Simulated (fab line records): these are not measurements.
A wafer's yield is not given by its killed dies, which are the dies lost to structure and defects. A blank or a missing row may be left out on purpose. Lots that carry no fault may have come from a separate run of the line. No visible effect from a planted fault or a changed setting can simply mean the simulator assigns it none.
A single fault, viewed from 2 desks || flow ritCmos || what lay behind the numbers comes last; until then each desk has only its own

METROLOGY DESK
Lot by lot, what the gauges showed, no matter which tool ran the lot: averages of those sampled wafers that carry a number. If a lot's mean is further than 4 standard deviations from the usual mean, the lot is out of limits and carries the mark OUT (the distance appears in the brackets).
Columns: A = FIELD_OXIDE_LEFT_2_THK at RIT_FOX2_THK_MEAS_91, usual 253 nm
{"lot": "L363", "first seen here": "day 2 08:41", "A": 259}
{"lot": "L364", "first seen here": "day 2 13:19", "A": 246}
{"lot": "L365", "first seen here": "day 2 18:34", "A": 262}
{"lot": "L366", "first seen here": "day 2 23:43", "A": 257}
{"lot": "L367", "first seen here": "day 3 06:49", "A": 258}
{"lot": "L368", "first seen here": "day 3 08:54", "A": 254}
{"lot": "L369", "first seen here": "day 3 15:16", "A": 249}
{"lot": "L370", "first seen here": "day 3 19:13", "A": 242}
{"lot": "L371", "first seen here": "day 4 01:26", "A": 256}
{"lot": "L372", "first seen here": "day 4 07:47", "A": "288 (+6.1) OUT"}
{"lot": "L375", "first seen here": "day 4 20:02", "A": "292 (+6.8) OUT"}
{"lot": "L382", "first seen here": "day 6 10:40", "A": 253}
{"lot": "L384", "first seen here": "day 7 00:32", "A": 254}
{"lot": "L386", "first seen here": "day 7 13:21", "A": 246}
This desk reports L372, L375 out of limits; the earliest was L372 at day 4 07:47 (FIELD_OXIDE_LEFT_2_THK at RIT_FOX2_THK_MEAS_91). L363, L364, L365, L366, L367, L368, L369, L370, L371, L382, L384, L386: within limits.

AT THE TOOL OWNER'S DESK: wetBench-04
The tool's own readings at RIT_GATE_WET_ETCH_00 (etches SiO2 in BOE, target depth 56 nm, time 60 s): means of the sampled wafers that have a number, for each lot that ran on this tool. If a lot's mean is further than 4 standard deviations from the usual mean, the lot is out of limits and carries the mark OUT (the distance appears in the brackets).
Columns: A = runLengthS at RIT_GATE_WET_ETCH_00, usual 89 s
{"lot": "L364", "first seen here": "day 2 12:25", "A": 88}
{"lot": "L365", "first seen here": "day 2 18:06", "A": 87}
{"lot": "L368", "first seen here": "day 3 08:29", "A": 87}
{"lot": "L370", "first seen here": "day 3 18:47", "A": 93}
{"lot": "L371", "first seen here": "day 4 01:00", "A": 87}
{"lot": "L372", "first seen here": "day 4 07:18", "A": "52 (-12) OUT"}
{"lot": "L375", "first seen here": "day 4 19:37", "A": "46 (-14) OUT"}
Finding of this desk: L372, L375 out of limits; the first was L372 at day 4 07:18, on runLengthS at RIT_GATE_WET_ETCH_00. L364, L365, L368, L370, L371: within limits.

PUT TOGETHER
At day 4 07:18, on L372, L375, the tool owner's desk was in a position to raise an alarm.
On L372, L375, the metrology desk was in a position to raise an alarm at day 4 07:47.
RIT_GATE_WET_ETCH_00 was run on wetBench-04 by each of the lots named.

WHAT HAD BEEN PUT IN BY THE SIMULATOR
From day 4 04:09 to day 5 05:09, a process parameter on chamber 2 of wetBench-04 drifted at RIT_GATE_WET_ETCH_00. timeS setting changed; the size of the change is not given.
Struck lots among those shown: L372, L375.
Time in hours from fault onset to the first out-of-limits reading at each desk: tool owner's desk 3, metrology desk 4.
